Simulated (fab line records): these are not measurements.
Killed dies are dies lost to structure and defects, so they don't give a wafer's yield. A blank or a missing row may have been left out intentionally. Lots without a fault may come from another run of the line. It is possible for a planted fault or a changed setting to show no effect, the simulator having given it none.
Which tool did it? | flow rit_cmos | 42 wafers from 14 lots sampled at 4 of the route's 202 steps

## WHAT EACH GAUGE READ, for each wafer
RIT_PLDD_OVL_MEAS_06. Usual: PLDD_OVL 0.9 nm, standard deviation 1.5.
lot  | measured    | on         | PLDD_OVL (nm)  | flag
L402 | day 2 21:17 | overlay-02 | -2.1 -2.4 -0.3 |
L405 | day 3 15:32 | overlay-01 | 1.1 -0.1 -1.4  |
L406 | day 3 18:41 | overlay-01 | 2.4 2.9 4.2    |
L408 | day 4 09:36 | overlay-01 | 1.8 1.3 2.4    |
L409 | day 4 12:17 | overlay-01 | 3.0 2.6 1.3    |
L410 | day 4 13:12 | overlay-01 | 1.1 0.6 -0.6   |
L412 | day 5 01:23 | overlay-01 | 1.5 1.7 2.1    |
L413 | day 5 07:55 | overlay-01 | -0.4 -0.1 -0.3 |
L414 | day 5 12:57 | overlay-01 | -0.3 0.1 -1.0  |
L415 | day 5 18:52 | overlay-01 | 0.2 0.4 -0.2   |
L417 | day 6 03:12 | overlay-01 | -0.1 0.3 1.3   |
L421 | day 6 23:52 | overlay-02 | 0.1 -0.6 1.6   |
L422 | day 7 02:25 | overlay-01 | 2.5 3.3 2.1    |
L424 | day 7 14:03 | overlay-02 | 2.1 1.5 1.3    |

RIT_CONTACT_OVL_MEAS_09. Usual: CONTACT_OVL 0.5 nm, standard deviation 1.8.
lot  | measured    | on         | CONTACT_OVL (nm) | flag
L402 | day 3 05:51 | overlay-01 | 1.7 0.2 1.1      |
L405 | day 4 00:55 | overlay-01 | -0.7 -0.2 -0.7   |
L406 | day 4 03:56 | overlay-02 | -0.8 0.4 0.8     |
L408 | day 4 18:26 | overlay-02 | 1.6 0.1 -1.0     |
L409 | day 4 21:37 | overlay-02 | -1.8 -4.1 -2.9   |
L410 | day 4 22:20 | overlay-01 | 0.8 2.4 2.3      |
L412 | day 5 10:16 | overlay-01 | 2.6 2.0 1.8      |
L413 | day 5 16:33 | overlay-02 | -1.2 -1.4 0.0    |
L414 | day 5 21:58 | overlay-01 | -2.1 -2.1 -1.5   |
L415 | day 6 03:42 | overlay-02 | -1.4 0.8 -0.4    |
L417 | day 6 12:06 | overlay-02 | -0.3 0.2 1.2     |
L421 | day 7 08:44 | overlay-01 | 0.9 -0.7 -2.1    |
L422 | day 7 11:39 | overlay-02 | -1.0 -0.7 -0.4   |
L424 | day 7 23:31 | overlay-01 | 3.1 2.0 3.3      |

## EACH LOT AND THE TOOL THAT RAN IT (in order: tool; ch and the chambers of the sampled wafers; start)
lot  | RIT_NSD_STRIP_09                    | RIT_CONTACT_CVD_00
L402 | plasma_asher-02 ch 0,1, day 3 01:37 | pecvd-02 ch 0,1, day 3 04:39
L405 | plasma_asher-03 ch 0,1, day 3 20:00 | pecvd-02 ch 0,1,2, day 3 23:25
L406 | plasma_asher-02 ch 0,1, day 3 23:04 | pecvd-04 ch 1,2, day 4 02:24
L408 | plasma_asher-03 ch 0,1, day 4 13:53 | pecvd-02 ch 0,2, day 4 17:07
L409 | plasma_asher-03 ch 0,1, day 4 17:01 | pecvd-04 ch 1,2, day 4 20:25
L410 | plasma_asher-02 ch 0,1, day 4 17:35 | pecvd-01 ch 1,2, day 4 20:54
L412 | plasma_asher-04 ch 0,1, day 5 05:41 | pecvd-04 ch 0,1,2, day 5 08:56
L413 | plasma_asher-02 ch 0,1, day 5 12:13 | pecvd-01 ch 0,1,2, day 5 15:22
L414 | plasma_asher-02 ch 0,1, day 5 17:23 | pecvd-02 ch 0,1,2, day 5 20:38
L415 | plasma_asher-04 ch 0,1, day 5 23:07 | pecvd-04 ch 0,1, day 6 02:14
L417 | plasma_asher-03 ch 0,1, day 6 07:44 | pecvd-02 ch 0,1,2, day 6 10:47
L421 | plasma_asher-02 ch 0,1, day 7 04:07 | pecvd-04 ch 0,1,2, day 7 07:25
L422 | plasma_asher-04 ch 0,1, day 7 07:02 | pecvd-01 ch 0,1,2, day 7 10:10
L424 | plasma_asher-03 ch 0,1, day 7 18:42 | pecvd-04 ch 0,2, day 7 22:17
- RIT_NSD_STRIP_09: strips in O2, time 180 s.
- RIT_CONTACT_CVD_00: deposits SiO2 from TEOS, target thk 400 nm, time 61 s.

## AS READ BY THE TOOLS THEMSELVES (means over the sampled wafers that have a number; for cases with no such wafer, the mark the record gives instead)
RIT_NSD_STRIP_09. Usual: drypump_motor_current_A 5.80 A, standard deviation 0.27.
lot  | tool            | drypump_motor_current_A (A) | flag
L402 | plasma_asher-02 | 5.65                        |
L405 | plasma_asher-03 | 6.05                        |
L406 | plasma_asher-02 | 5.53                        |
L408 | plasma_asher-03 | 6.06                        |
L409 | plasma_asher-03 | 5.95                        |
L410 | plasma_asher-02 | 5.50                        |
L412 | plasma_asher-04 | 5.86                        |
L413 | plasma_asher-02 | 5.54                        |
L414 | plasma_asher-02 | 5.51                        |
L415 | plasma_asher-04 | 5.71                        |
L417 | plasma_asher-03 | 6.02                        |
L421 | plasma_asher-02 | 5.52                        |
L422 | plasma_asher-04 | 5.82                        |
L424 | plasma_asher-03 | 6.07                        |

RIT_CONTACT_CVD_00. Usual: heater_power_w 327 W, standard deviation 51; susceptor_temp_C 389.99 C, standard deviation 0.2.
lot  | tool     | heater_power_w (W) | susceptor_temp_C (C) | flag
L402 | pecvd-02 | 290                | 389.91               |
L405 | pecvd-02 | 320                | 390.12               |
L406 | pecvd-04 | 349                | 389.97               |
L408 | pecvd-02 | 341                | 390.05               |
L409 | pecvd-04 | 382                | 389.97               |
L410 | pecvd-01 | 315                | 389.97               |
L412 | pecvd-04 | 358                | 389.80               |
L413 | pecvd-01 | 332                | 390.02               |
L414 | pecvd-02 | 333                | 390.07               |
L415 | pecvd-04 | 360                | 389.75               |
L417 | pecvd-02 | 318                | 390.06               |
L421 | pecvd-04 | 354                | 389.99               |
L422 | pecvd-01 | 274                | 389.94               |
L424 | pecvd-04 | 351                | 390.04               |

## THE ANSWER, worked out from the rows above alone
Rule: take the mean of a lot's wafers that have a number; if it is more than 3 standard deviations from the usual mean, the lot is off. Also off: a lot with no number at a reading for which 4 or more lots have one. The other lots that the step has rows for count as sound. After the gauges, taken in route order, come the tools' own readings; for these a lot's mean is taken, as printed above. The first step at which some lot is off is used, and at that step the reading that is off furthest; a lot without a number counts as furthest.
Across all readings shown, no lot is off: no conclusion can be drawn from this.

## WHAT THE SIMULATOR HAD INSERTED
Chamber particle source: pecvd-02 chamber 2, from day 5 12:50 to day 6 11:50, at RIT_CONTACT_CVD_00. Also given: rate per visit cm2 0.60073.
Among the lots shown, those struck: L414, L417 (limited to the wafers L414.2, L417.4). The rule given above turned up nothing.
